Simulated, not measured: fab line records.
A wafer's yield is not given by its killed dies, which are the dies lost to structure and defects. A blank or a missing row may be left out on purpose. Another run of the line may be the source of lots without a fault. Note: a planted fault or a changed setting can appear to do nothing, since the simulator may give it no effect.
A sampling plan put to the test | flow berkeleyCmos170 | each of the 11 faults these records tell of, on one fab line, judged from the records of the lots it struck
What counts as the plan is the set of the line's own looks, namely the steps on the route at which a gauge or an inspection reads a wafer and does not change it. A look is open to judgement when struck wafers have a number at it and the file gives its usual mean and standard deviation on fault-free wafers. Caught: a look later than the fault's first step finds the struck wafers' mean 4 or more of those standard deviations (sigma) from the usual mean. On the tool: the test repeated on the tool's own readings taken at the fault's steps. It also counts as caught if the struck wafers ran another recipe or if their record alone is blank.

== THE FAULTS, as the simulator had put them in ==
1. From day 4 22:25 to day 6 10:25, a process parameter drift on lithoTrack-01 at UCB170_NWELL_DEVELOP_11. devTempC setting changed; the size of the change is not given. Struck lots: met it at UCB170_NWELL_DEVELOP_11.
2. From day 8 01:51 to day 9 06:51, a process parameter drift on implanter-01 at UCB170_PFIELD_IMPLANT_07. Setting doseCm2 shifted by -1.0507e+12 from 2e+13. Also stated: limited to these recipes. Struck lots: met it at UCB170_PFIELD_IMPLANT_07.
3. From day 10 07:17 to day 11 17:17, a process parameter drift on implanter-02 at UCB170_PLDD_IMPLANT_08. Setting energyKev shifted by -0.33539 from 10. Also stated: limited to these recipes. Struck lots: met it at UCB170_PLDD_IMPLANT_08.
4. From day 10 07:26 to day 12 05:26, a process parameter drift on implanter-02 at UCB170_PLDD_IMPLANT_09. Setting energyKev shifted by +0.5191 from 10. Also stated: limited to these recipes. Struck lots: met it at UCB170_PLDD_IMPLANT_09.
5. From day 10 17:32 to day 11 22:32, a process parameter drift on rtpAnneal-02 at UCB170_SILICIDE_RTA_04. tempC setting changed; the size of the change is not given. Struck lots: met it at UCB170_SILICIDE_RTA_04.
6. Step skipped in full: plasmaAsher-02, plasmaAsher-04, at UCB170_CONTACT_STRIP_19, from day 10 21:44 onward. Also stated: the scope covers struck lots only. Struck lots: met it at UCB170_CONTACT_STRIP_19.
7. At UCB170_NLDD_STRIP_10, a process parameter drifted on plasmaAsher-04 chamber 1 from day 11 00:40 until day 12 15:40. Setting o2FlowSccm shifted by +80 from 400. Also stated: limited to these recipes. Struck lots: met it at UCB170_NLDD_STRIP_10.
8. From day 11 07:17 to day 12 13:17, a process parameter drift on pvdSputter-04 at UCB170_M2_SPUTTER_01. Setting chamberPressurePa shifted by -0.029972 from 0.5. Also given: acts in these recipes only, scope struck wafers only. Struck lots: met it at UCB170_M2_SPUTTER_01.
9. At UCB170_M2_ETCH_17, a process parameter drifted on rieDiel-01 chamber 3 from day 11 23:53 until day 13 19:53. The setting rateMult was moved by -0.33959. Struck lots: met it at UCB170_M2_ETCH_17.
10. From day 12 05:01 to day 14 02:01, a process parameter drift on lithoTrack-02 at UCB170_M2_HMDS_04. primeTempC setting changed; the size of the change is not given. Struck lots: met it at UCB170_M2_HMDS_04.
11. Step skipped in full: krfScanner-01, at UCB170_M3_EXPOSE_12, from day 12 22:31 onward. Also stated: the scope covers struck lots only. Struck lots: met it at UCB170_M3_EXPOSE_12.

== WHAT THE PLAN SAW ==
fault | on the tool itself                               | first look that catches it                      | reading, sigma | median hours from its first step to that look | hours from the fault's start to the first struck lot there | judged looks passed uncaught
1     | developerTempC +18 sigma                         | none of the 3 looks that can be judged after it | -              | -                                             | -                                                          | 3
2     | doseIonsCm2 -51 sigma                            | no look after it can be judged                  | -              | -                                             | -                                                          | 0
3     | beamEnergyKeV -99 or beyond sigma                | no look after it can be judged                  | -              | -                                             | -                                                          | 0
4     | beamEnergyKeV +99 or beyond sigma                | not the one look that can be judged after it    | -              | -                                             | -                                                          | 1
5     | wafer_temp_C_max -4.4 sigma                      | no look after it can be judged                  | -              | -                                             | -                                                          | 0
6     | the tool's record is blank for the struck wafers | no look after it can be judged                  | -              | -                                             | -                                                          | 0
7     | o2FlowSccm +61 sigma                             | not the one look that can be judged after it    | -              | -                                             | -                                                          | 1
8     | chamberPressurePa -27 sigma                      | no look after it can be judged                  | -              | -                                             | -                                                          | 0
9     | oesProductAu -9.3 sigma                          | no look after it can be judged                  | -              | -                                             | -                                                          | 0
10    | primeTempC +10 sigma                             | no look after it can be judged                  | -              | -                                             | -                                                          | 0
11    | no reading that can be judged                    | no look after it can be judged                  | -              | -                                             | -                                                          | 0
Dash: fault not caught, or number not given in these records.

Caught at a look: 0 of 11. Caught on the tool: 10 of 11. By one or the other: 10 of 11.
On the tool alone, faults 1, 2, 3, 4, 5, 6, 7, 8, 9, 10 were caught.
Caught by neither: fault 11.
